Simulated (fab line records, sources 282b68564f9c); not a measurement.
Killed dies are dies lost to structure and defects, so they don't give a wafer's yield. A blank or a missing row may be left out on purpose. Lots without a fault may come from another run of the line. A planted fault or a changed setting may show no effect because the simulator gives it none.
fab line records | flow rit_cmos
record lots=7 wafers=21 last_day=6
route steps=202 shown NSD@138 PSD@142 SDANNEAL@153 M1@202
lots that met no fault: from a run of the same line without faults
start_h: hours from the record's first day to the start of the lot's first wafer shown | wait_h: hours since the lot's step before | " the same as in the row above | L1.1+2: a row that stands for several wafers | - no value, or no start given | * or withheld: withheld | < > ~ a bound
route shown NAME@n: a module of which the file shows steps, and the number in the route of the first | usual: mean/standard deviation of fault-free wafers | same: alike in all rows | chamber/n: place in a boat | sites: the reading at each site | _std_site: their standard deviation | _edge_site: outer sites' mean less inner sites' | radius_mm: how far each site lies from the wafer's centre | mask NAME#n: copy n | behind: the tool/chamber that last shaped the wafer | hold: why the lot was held/for how many hours/how that ended | device: the transistor (n, p or np) that didn't switch | end of line: the same wafers' tests at the end of the route | a step without rows: its recipe alone | killed: dies lost to structure and defects at the first sort, not the wafer's yield | map: a wafer's dies, x killed, . not, _ none there
set.NAME: the setting as run; set.NAME@STEP: as run at that earlier step | model.NAME: the simulator's own value behind a step, which no gauge read
lots at some steps of the route; a table a step, a row a wafer
services: from which hour (start_h, from the record's first day; less than 0 if before it) a tool's chamber was out of use, for how many hours, and why
## steps
# step RIT_NSD_HARDBAKE_07
# recipe resist=NOVOLAK temp_c=140 time_s=60
# step RIT_NSD_IMPLANT_08
# recipe species=P energy_kev=25 dose_cm2=9.916e+14 tilt_deg=7
# step RIT_NSD_STRIP_09
# recipe chemistry=O2 time_s=180 resist=NOVOLAK platen_temp_c=withheld power_w=500 pressure_mtorr=4000 o2_flow_sccm=4000
# usual drypump_motor_current_A=5.7/0.61 rf_refl_power_W=7.1/1.8
# columns lot.wafer tool chamber start_h wait_h drypump_motor_current_A rf_hours_counter_h rf_refl_power_W
L578.3 plasma_asher-01 1 52.62 0.1 4.8 - 5.1
L578.5 " 1 " " 4.8 - 5.0
L578.6 " 0 " " 5.4 - 6.3
L579.1 plasma_asher-01 1 56.82 0.1 4.8 43 4.9
L579.2 " 0 " " 5.4 43 6.1
L579.6 " 1 " " 4.8 - 4.8
L581.2 plasma_asher-02 0 71.44 0.1 6.0 27 7.7
L581.3 " 0 " " 6.0 - 8.0
L581.6 " 0 " " 6.0 - 7.9
L583.1 plasma_asher-01 1 79.59 0.1 4.8 45 4.8
L583.2 " 0 " " 5.4 45 6.3
L583.6 " 0 " " 5.4 - 6.1
L585.2 plasma_asher-02 0 93.90 0.1 5.9 29 7.9
L585.4 " 1 " " 6.5 - 9.2
L585.5 " 0 " " 6.0 - 7.9
L594.3 plasma_asher-03 0 135.19 0.1 5.7 - 4.4
L594.4 " 1 " " 4.9 - 7.0
L594.6 " 1 " " 4.9 - 6.8
L596.2 plasma_asher-02 1 143.19 0.1 6.5 36 9.5
L596.3 " 0 " " 6.0 - 7.9
L596.6 " 0 " " 6.0 - 8.2
# step RIT_NSD_TW_MEAS_10
# usual NSD_TW=3104/15
# columns lot.wafer tool chamber start_h wait_h NSD_TW
L578.3 film_metro-02 - 52.75 0.1 3075
L578.5 " - " " 3093
L578.6 " - " " 3088
L579.1 film_metro-01 - 56.99 0.1 3088
L579.2 " - " " 3094
L579.6 " - " " 3099
L581.2 film_metro-01 - 71.63 0.1 3094
L581.3 " - " " 3105
L581.6 " - " " 3083
L583.1 film_metro-02 - 79.76 0.1 3081
L583.2 " - " " 3111
L583.6 " - " " 3089
L585.2 film_metro-01 - 94.08 0.1 3113
L585.4 " - " " 3123
L585.5 " - " " 3130
L594.3 film_metro-04 - 135.32 0.1 3100
L594.4 " - " " 3108
L594.6 " - " " 3105
L596.2 film_metro-02 - 143.38 0.1 3080
L596.3 " - " " 3089
L596.6 " - " " 3096
# step RIT_PSD_HMDS_00
# recipe prime_time_s=60 prime_temp_c=140
# step RIT_PSD_COAT_01
# recipe resist=NOVOLAK spin_rpm=3250 resist_thk_nm=1000
# step RIT_PSD_SOFTBAKE_02
# recipe resist=NOVOLAK temp_c=90 time_s=60
# step RIT_PSD_EXPOSE_03
# recipe mask_id=M10 na=0.57 target_cd_nm=40900 dose_mj=250
# step RIT_PSD_PEB_04
# recipe resist=NOVOLAK temp_c=withheld time_s=withheld
# step RIT_PSD_DEVELOP_05
# recipe resist=NOVOLAK develop_time_s=50 dev_temp_c=23
# step RIT_PSD_OVL_MEAS_06
# usual PSD_OVL=0.0/1.3
# columns lot.wafer tool chamber start_h wait_h PSD_OVL[nm]
L578.3 overlay-01 - 53.66 - 0.6
L578.5 " - " " 1.1
L578.6 " - " " 1.0
L579.1 overlay-02 - 57.90 - 3.1
L579.2 " - " " -0.5
L579.6 " - " " -0.8
L581.2 overlay-01 - 72.66 - -2.8
L581.3 " - " " -2.3
L581.6 " - " " -1.8
L583.1 overlay-01 - 80.67 - 1.5
L583.2 " - " " -0.5
L583.6 " - " " -1.5
L585.2 overlay-01 - 94.99 - -0.6
L585.4 " - " " -0.2
L585.5 " - " " -1.5
L594.3 overlay-02 - 136.42 - -0.2
L594.4 " - " " 1.6
L594.6 " - " " -1.3
L596.2 overlay-02 - 144.41 - 1.9
L596.3 " - " " -1.0
L596.6 " - " " 1.1
# step RIT_PSD_HARDBAKE_07
# recipe resist=NOVOLAK temp_c=140 time_s=60
# step RIT_PSD_IMPLANT_08
# recipe species=BF2 energy_kev=27 dose_cm2=5e+15 tilt_deg=7
# usual beam_on_s=12.4/2.1 tilt_deg=7.003/0.019
# columns lot.wafer tool chamber start_h wait_h beam_on_s tilt_deg
L578.3 implanter-03 0 53.88 0.1 12.0 7.023
L578.5 " 0 " " 12.2 6.963
L578.6 " 0 " " 11.7 6.994
L579.1 implanter-02 0 58.09 0.1 10.7 7.026
L579.2 " 0 " " 11.1 6.988
L579.6 " 0 " " 10.1 6.996
L581.2 implanter-04 0 72.86 0.1 16.2 7.001
L581.3 " 0 " " 16.5 6.988
L581.6 " 0 " " 16.2 7.018
L581.2 implanter-04 0 73.18 0.3 15.4 7.005
L581.3 " 0 " " 15.8 6.982
L581.6 " 0 " " 16.0 7.020
L583.1 implanter-03 0 80.87 0.1 11.9 6.994
L583.2 " 0 " " 12.3 7.008
L583.6 " 0 " " 11.5 7.003
L583.1 implanter-03 0 81.18 0.3 11.8 7.013
L583.2 " 0 " " 11.9 7.007
L583.6 " 0 " " 11.7 7.049
L585.2 implanter-02 0 95.19 0.1 10.9 7.012
L585.4 " 0 " " 10.7 7.030
L585.5 " 0 " " 10.8 7.003
L585.2 implanter-02 0 95.51 0.3 10.9 7.001
L585.4 " 0 " " 10.4 7.016
L585.5 " 0 " " 10.7 6.977
L594.3 implanter-03 0 136.65 0.1 11.7 6.975
L594.4 " 0 " " 12.1 6.976
L594.6 " 0 " " 12.4 7.014
L596.2 implanter-03 0 144.61 0.1 11.8 6.992
L596.3 " 0 " " 12.0 6.998
L596.6 " 0 " " 11.7 7.023
# step RIT_PSD_STRIP_09
# recipe chemistry=O2 time_s=180 resist=NOVOLAK platen_temp_c=withheld power_w=500 pressure_mtorr=4000 o2_flow_sccm=4000
# usual drypump_motor_current_A=5.8/0.6 rf_refl_power_W=7.9/1.5
# columns lot.wafer tool chamber start_h wait_h drypump_motor_current_A rf_hours_counter_h rf_refl_power_W
L578.3 plasma_asher-01 1 54.04 0.1 4.8 - 5.0
L578.5 " 1 " " 4.8 - 4.8
L578.6 " 0 " " 5.4 - 5.8
L579.1 plasma_asher-04 0 58.24 0.1 6.2 42 8.6
L579.2 " 1 " " 5.0 42 7.0
L579.6 " 1 " " 5.0 - 6.9
L581.2 plasma_asher-02 1 73.30 0.1 6.5 27 9.3
L581.3 " 0 " " 6.0 - 8.0
L581.6 " 0 " " 6.0 - 8.0
L583.1 plasma_asher-01 0 81.33 0.1 5.4 45 6.0
L583.2 " 1 " " 4.8 45 5.0
L583.6 " 1 " " 4.8 - 4.8
L585.2 plasma_asher-01 1 95.63 0.1 4.8 47 4.8
L585.4 " 0 " " 5.4 - 6.0
L585.5 " 0 " " 5.4 - 6.0
L594.3 plasma_asher-02 1 136.80 0.1 6.5 - 9.3
L594.4 " 0 " " 6.0 - 8.1
L594.6 " 1 " " 6.5 - 9.1
L596.2 plasma_asher-02 0 144.74 0.1 6.0 36 7.9
L596.3 " 0 " " 6.0 - 8.2
L596.6 " 1 " " 6.5 - 9.7
# step RIT_PSD_TW_MEAS_10
# usual PSD_TW=3414/21
# columns lot.wafer tool chamber start_h wait_h PSD_TW
L578.3 film_metro-02 - 54.18 0.1 3400
L578.5 " - " " 3404
L578.6 " - " " 3406
L579.1 film_metro-02 - 58.41 0.1 3415
L579.2 " - " " 3407
L579.6 " - " " 3422
L581.2 film_metro-04 - 73.49 0.1 3628
L581.3 " - " " 3600
L581.6 " - " " 3602
L583.1 film_metro-01 - 81.51 0.1 3593
L583.2 " - " " 3583
L583.6 " - " " 3602
L585.2 film_metro-02 - 95.82 0.1 3567
L585.4 " - " " 3560
L585.5 " - " " 3566
L594.3 film_metro-02 - 136.94 0.1 3410
L594.4 " - " " 3404
L594.6 " - " " 3418
L596.2 film_metro-02 - 144.92 0.1 3383
L596.3 " - " " 3417
L596.6 " - " " 3395
# step RIT_SDANNEAL_CLEAN_00
# recipe chemistry=SC1 mix=3:3:50 time_s=600 temp_c=75
# step RIT_SDANNEAL_CLEAN_01
# recipe chemistry=dHF dilution=50:1 time_s=30
# step RIT_SDANNEAL_CLEAN_02
# recipe chemistry=SC2 mix=3:3:50 time_s=600 temp_c=75 dry=n2_spin
# step RIT_SDANNEAL_RTA_03
# recipe temp_c=1050 time_s=5 idle_temp_c=600 ramp_up_c_per_s=342 ramp_down_c_per_s=171 cool_to_c=600 ambient=N2
# usual wafer_temp_C_max=1053.6/1.1
# columns lot.wafer tool chamber start_h wait_h wafer_temp_C_max
L578.3 rtp_anneal-02 0 54.60 0.0 1053.1
L578.5 " 0 " " 1054.4
L578.6 " 0 " " 1051.0
L579.1 rtp_anneal-01 0 58.84 0.0 1053.2
L579.2 " 0 " " 1053.0
L579.6 " 0 " " 1053.1
L581.2 rtp_anneal-01 0 73.92 0.0 1053.9
L581.3 " 0 " " 1053.9
L581.6 " 0 " " 1052.6
L583.1 rtp_anneal-01 0 81.94 0.0 1055.8
L583.2 " 0 " " 1053.6
L583.6 " 0 " " 1055.5
L585.2 rtp_anneal-01 0 97.15 0.0 1053.7
L585.4 " 0 " " 1054.4
L585.5 " 0 " " 1051.1
L594.3 rtp_anneal-01 0 137.37 0.0 1054.6
L594.4 " 0 " " 1054.0
L594.6 " 0 " " 1052.0
L596.2 rtp_anneal-01 0 145.35 0.0 1053.5
L596.3 " 0 " " 1054.1
L596.6 " 0 " " 1054.8
# step RIT_SDANNEAL_RS_MEAS_04
# recipe thk_meas_gauge=four-point-probe
# usual PSD_RS=115.8/0.3
# columns lot.wafer tool chamber start_h wait_h PSD_RS[ohm/sq]
L578.3 film_metro-04 - 54.68 0.1 115.9
L578.5 " - " " 116.5
L578.6 " - " " 116.1
L579.1 film_metro-02 - 58.90 0.0 116.2
L579.2 " - " " 115.8
L579.6 " - " " 115.8
L581.2 film_metro-02 - 73.99 0.1 107.1
L581.3 " - " " 107.4
L581.6 " - " " 107.7
L583.1 film_metro-04 - 81.99 0.0 107.8
L583.2 " - " " 107.3
L583.6 " - " " 107.5
L585.2 film_metro-01 - 97.21 0.1 107.4
L585.4 " - " " 107.1
L585.5 " - " " 107.4
L594.3 film_metro-01 - 137.45 0.1 116.0
L594.4 " - " " 115.9
L594.6 " - " " 115.7
L596.2 film_metro-01 - 145.42 0.1 116.2
L596.3 " - " " 116.1
L596.6 " - " " 116.5
# step RIT_SDANNEAL_RS_MEAS_05
# recipe thk_meas_gauge=four-point-probe
# usual NSD_RS=85.07/0.28
# columns lot.wafer tool chamber start_h wait_h NSD_RS[ohm/sq]
L578.3 film_metro-04 - 54.80 0.1 85.29
L578.5 " - " " 85.08
L578.6 " - " " 85.29
L579.1 film_metro-02 - 59.02 0.1 85.27
L579.2 " - " " 84.99
L579.6 " - " " 84.87
L581.2 film_metro-02 - 74.11 0.1 84.79
L581.3 " - " " 84.63
L581.6 " - " " 84.83
L583.1 film_metro-04 - 82.11 0.1 85.95
L583.2 " - " " 85.45
L583.6 " - " " 85.63
L585.2 film_metro-01 - 97.33 0.1 85.03
L585.4 " - " " 84.74
L585.5 " - " " 85.06
L594.3 film_metro-01 - 137.57 0.1 85.50
L594.4 " - " " 85.39
L594.6 " - " " 85.18
L596.2 film_metro-01 - 145.54 0.1 85.05
L596.3 " - " " 85.19
L596.6 " - " " 85.27
# step RIT_M1_PROBE_99
# usual killed_at_contacts=0.1/0.27 killed_at_front_end=7/3 killed_dies=7.0/3 killed_open=3.5/2.1 killed_short=3.4/1.9
# same gross_dies=264 killed_at_M0_to_M3=0 killed_at_M4_up=0 killed_at_back_side=0 killed_at_other=0
# columns lot.wafer tool chamber start_h wait_h killed_at_contacts killed_at_front_end killed_dies killed_open killed_short
L579.1 prober-01 - 66.13 0.1 0 8 8 5 3
L579.2 prober-01 - 66.18 0.1 0 8 8 3 5
L579.6 prober-01 - 66.38 0.2 0 9 9 4 5
L583.1 prober-01 - 90.61 0.1 0 3 3 3 0
L583.2 prober-01 - 90.66 0.1 0 10 10 5 5
L583.6 prober-01 - 90.86 0.2 0 8 8 5 3
L585.2 prober-01 - 105.77 0.1 0 6 6 4 2
L585.4 prober-01 - 105.87 0.2 0 10 10 4 6
L585.5 prober-01 - 105.92 0.2 0 4 4 3 1
# killed by level:class
L579.1 GATE:geometric_particle:open=3 SILICIDE:geometric_particle:short=2 FOX2:geometric_particle:open=1 REOX:geometric_particle:short=1 SILICIDE:geometric_particle:open=1
L579.2 GATE:geometric_particle:short=2 FOX1:geometric_particle:short=1 FOX2:geometric_particle:open=1 FOX2:geometric_particle:short=1 REOX:geometric_particle:open=1 SILICIDE:geometric_particle:short=1 SILICIDE:geometric_particle:open=1
L579.6 GATE:geometric_particle:open=3 FOX1:geometric_particle:short=2 GATE:geometric_particle:short=2 SILICIDE:geometric_particle:short=1 SILICIDE:geometric_particle:open=1
L583.1 GATE:geometric_particle:open=2 SILICIDE:geometric_particle:open=1
L583.2 FOX1:geometric_particle:short=2 REOX:geometric_particle:open=2 SILICIDE:geometric_particle:open=2 FOX2:geometric_particle:short=1 GATE:geometric_particle:open=1 SPACER:geometric_particle:short=1 SILICIDE:geometric_particle:short=1
L583.6 REOX:geometric_particle:open=2 FOX1:geometric_particle:open=1 FOX2:geometric_particle:short=1 GATE:geometric_particle:short=1 GATE:geometric_particle:open=1 REOX:geometric_particle:short=1 SILICIDE:geometric_particle:open=1
L585.2 GATE:geometric_particle:open=2 GATE:geometric_particle:short=1 REOX:geometric_particle:short=1 REOX:geometric_particle:open=1 SILICIDE:geometric_particle:open=1
L585.4 GATE:geometric_particle:short=5 GATE:geometric_particle:open=2 FOX1:geometric_particle:short=1 FOX1:geometric_particle:open=1 SPACER:geometric_particle:open=1
L585.5 GATE:geometric_particle:open=1 REOX:geometric_particle:short=1 REOX:geometric_particle:open=1 SPACER:geometric_particle:open=1
## services
# columns tool chamber start_h hours kind
plasma_asher-02 - 31.32 2.8 pm
implanter-04 - 54.87 3.8 pm
implanter-02 - 58.44 2.9 pm
plasma_asher-03 - 63.43 0.4 repair
implanter-02 - 78.32 2.1 repair
implanter-03 - 84.04 0.6 repair
implanter-03 - 94.10 1.7 repair
plasma_asher-01 - 108.87 9.0 pm
plasma_asher-01 0 108.87 9.0 vent_cycle
plasma_asher-01 1 108.87 9.0 vent_cycle
plasma_asher-01 - 117.87 2.8 pm
plasma_asher-01 0 117.87 - clean
plasma_asher-01 1 117.87 - clean
plasma_asher-01 - 120.62 14.6 pm
implanter-04 - 121.91 3.4 repair
rtp_anneal-02 - 122.76 3.2 pm
implanter-02 - 141.39 5.6 repair
## key
first_sign step=RIT_PSD_IMPLANT_08 reading=visit direction=added
effect step=RIT_PSD_TW_MEAS_10 reading=PSD_TW direction=up sigmas=8.4 usual=3414 struck=3589
effect step=RIT_SDANNEAL_RS_MEAS_04 reading=PSD_RS direction=down sigmas=28 usual=115.8 struck=107.4
met_at RIT_PSD_IMPLANT_08
struck_wafers L581.2,L581.3,L581.6,L583.1,L583.2,L583.6,L585.2,L585.4,L585.5
tester_left_out L581,L583,L585
fault kind=repeated_step_whole tool=implanter-02,implanter-03,implanter-04 chamber=- onset_h=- steps=RIT_PSD_IMPLANT_08 times=1 scope=struck_lots_only
# tester_left_out: of these lots the tester's yield and bins aren't shown, on N5 and GAA mostly nor the transistor test; their killed dies are dies lost to structure and defects alone, not to doping, threshold or leakage, so they don't give the yield
